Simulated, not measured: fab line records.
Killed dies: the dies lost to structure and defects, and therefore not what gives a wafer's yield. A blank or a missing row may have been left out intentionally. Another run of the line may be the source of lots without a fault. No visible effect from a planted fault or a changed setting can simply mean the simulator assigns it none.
Which tool is to blame?    flow ritCmos    16 lots with 48 wafers sampled at 2 steps, on a route of 202 steps

WHAT EACH GAUGE READ, for each wafer
RIT_PRETRO_OVL_MEAS_06. Usual: PRETRO_OVL gives 0.5 nm (standard deviation 1.5).
lot   measured     on          PRETRO_OVL (nm)    flag
L950  day 2 12:14  overlay-02  2.5 0.7 1.9        
L951  day 2 17:27  overlay-01  -1.0 -0.6 0.0      
L952  day 2 17:57  overlay-01  0.6 -0.9 0.4       
L953  day 3 02:01  overlay-01  -1.5 0.3 -0.9      
L954  day 3 06:23  overlay-01  0.6 0.9 -0.2       
L955  day 3 08:16  overlay-02  -0.1 0.2 -0.3      
L961  day 4 19:17  overlay-01  1.0 1.8 1.7        
L962  day 4 20:41  overlay-01  2.4 4.5 3.2        
L963  day 5 02:41  overlay-01  2.0 1.6 2.4        
L964  day 5 07:50  overlay-01  -2.4 -1.1 -3.1     
L965  day 5 12:44  overlay-02  1.0 -0.8 1.4       
L967  day 5 23:55  overlay-01  128.1 128.8 129.2  OFF
L968  day 6 06:07  overlay-01  133.0 128.7 133.6  OFF
L969  day 6 14:44  overlay-01  128.6 129.1 129.2  OFF
L970  day 6 19:01  overlay-02  1.9 3.7 1.9        
L971  day 6 21:19  overlay-02  132.8 131.5 129.9  OFF

WHAT TOOL EACH LOT RAN ON (gives the tool, then ch and the chambers of the sampled wafers, and finally the start)
lot   RIT_PRETRO_EXPOSE_03
L950  ilineStepper-01 ch 0, day 2 11:48
L951  ilineStepper-02 ch 0, day 2 17:02
L952  ilineStepper-02 ch 0, day 2 17:32
L953  ilineStepper-01 ch 0, day 3 01:35
L954  ilineStepper-01 ch 0, day 3 05:59
L955  ilineStepper-02 ch 0, day 3 07:50
L961  ilineStepper-01 ch 0, day 4 18:44
L962  ilineStepper-02 ch 0, day 4 20:16
L963  ilineStepper-02 ch 0, day 5 02:16
L964  ilineStepper-01 ch 0, day 5 07:26
L965  ilineStepper-01 ch 0, day 5 12:19
L967  ilineStepper-01 ch 0, day 5 23:31
L968  ilineStepper-01 ch 0, day 6 05:37
L969  ilineStepper-01 ch 0, day 6 14:18
L970  ilineStepper-02 ch 0, day 6 18:22
L971  ilineStepper-01 ch 0, day 6 20:55
- RIT_PRETRO_EXPOSE_03: exposes mask M5, target cd 43700 nm.

AS READ BY THE TOOLS THEMSELVES (means over the sampled wafers that have a number; for cases with no such wafer, the mark the record gives instead)
The record holds no such reading with a usual standard deviation.

THE ANSWER, worked out from the rows above alone
Rule: a lot counts as off when the mean over its wafers that have a number is more than 3 standard deviations away from the usual mean. A lot without any number at a reading at which 4 lots or more have one is off too. All remaining lots with rows at the step are treated as sound. The gauges are gone through in route order, then the tools' own readings, and for those a lot's mean is taken as printed above. At the first step where some lot is off, the reading lying furthest off is the one used; lots without a number count as furthest.
Off: L967, L968, L969, L971, at RIT_PRETRO_OVL_MEAS_06 (PRETRO_OVL).
If a tool, at a process step before that reading, ran all the lots that are off and no sound lot after the first of them, it fits. Those tools and the gauges at RIT_PRETRO_OVL_MEAS_06 are tried in the same way. One candidate fits, namely ilineStepper-01 at RIT_PRETRO_EXPOSE_03. Its last sound lot is L965 (day 5 12:19), its first lot that is off L967 (day 5 23:31): a fault that began between those two fits.

WHAT THE SIMULATOR PUT IN
Scanner matching overlay: ilineStepper-01, from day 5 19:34 on, at RIT_PRETRO_EXPOSE_03. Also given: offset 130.
Lots struck among those shown: L967, L968, L969, L971. The rule above found the same.
